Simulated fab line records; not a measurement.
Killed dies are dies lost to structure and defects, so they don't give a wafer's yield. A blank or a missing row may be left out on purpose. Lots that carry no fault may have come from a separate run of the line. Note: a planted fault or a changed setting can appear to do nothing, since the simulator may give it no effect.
Which of the tools did it? ; flow rit_cmos ; 21 wafers sampled from 7 lots at 1 step of a route of 202

## WHAT THE GAUGES SHOWED, per wafer
RIT_ACTIVE_CD_MEAS_11: target cd 1400 nm.
lot;measured;on;cd_nm (nm)
L718;day 2 00:26;cd_sem-01;1394.2 1398.6 1397.8
L720;day 2 10:51;cd_sem-01;1400.2 1402.2 1403.9
L722;day 2 20:34;cd_sem-01;1405.1 1404.0 1404.6
L724;day 3 06:26;cd_sem-02;1397.9 1398.5 1397.8
L731;day 4 18:31;cd_sem-02;1398.3 1392.9 1396.0
L733;day 5 03:48;cd_sem-01;1399.1 1399.0 1397.2
L735;day 5 13:56;cd_sem-02;1401.2 1398.5 1400.3

## TOOL THAT RAN EACH LOT (tool first, then ch and the chambers of the sampled wafers, then the start)
No process step before these readings appears in the record.

## THE ANSWER, worked out from the rows above alone
Rule: the usual values come from the lots themselves. The widest of any qualifying gaps counts: lots, ordered by their means at a reading, are off when they make up no more than a third of the lots, leave a main group of 4 or more, and stand apart from it by 3 or more times the standard deviation of that group's means. A main group is skipped when, at the precision printed for the reading in the tables above, its means are all equal. A lot without any number at a reading at which 4 lots or more have one is off too. All remaining lots with rows at the step are treated as sound.
None of the lots is off at any reading shown; this tells nothing.

## WHAT HAD BEEN PUT IN BY THE SIMULATOR
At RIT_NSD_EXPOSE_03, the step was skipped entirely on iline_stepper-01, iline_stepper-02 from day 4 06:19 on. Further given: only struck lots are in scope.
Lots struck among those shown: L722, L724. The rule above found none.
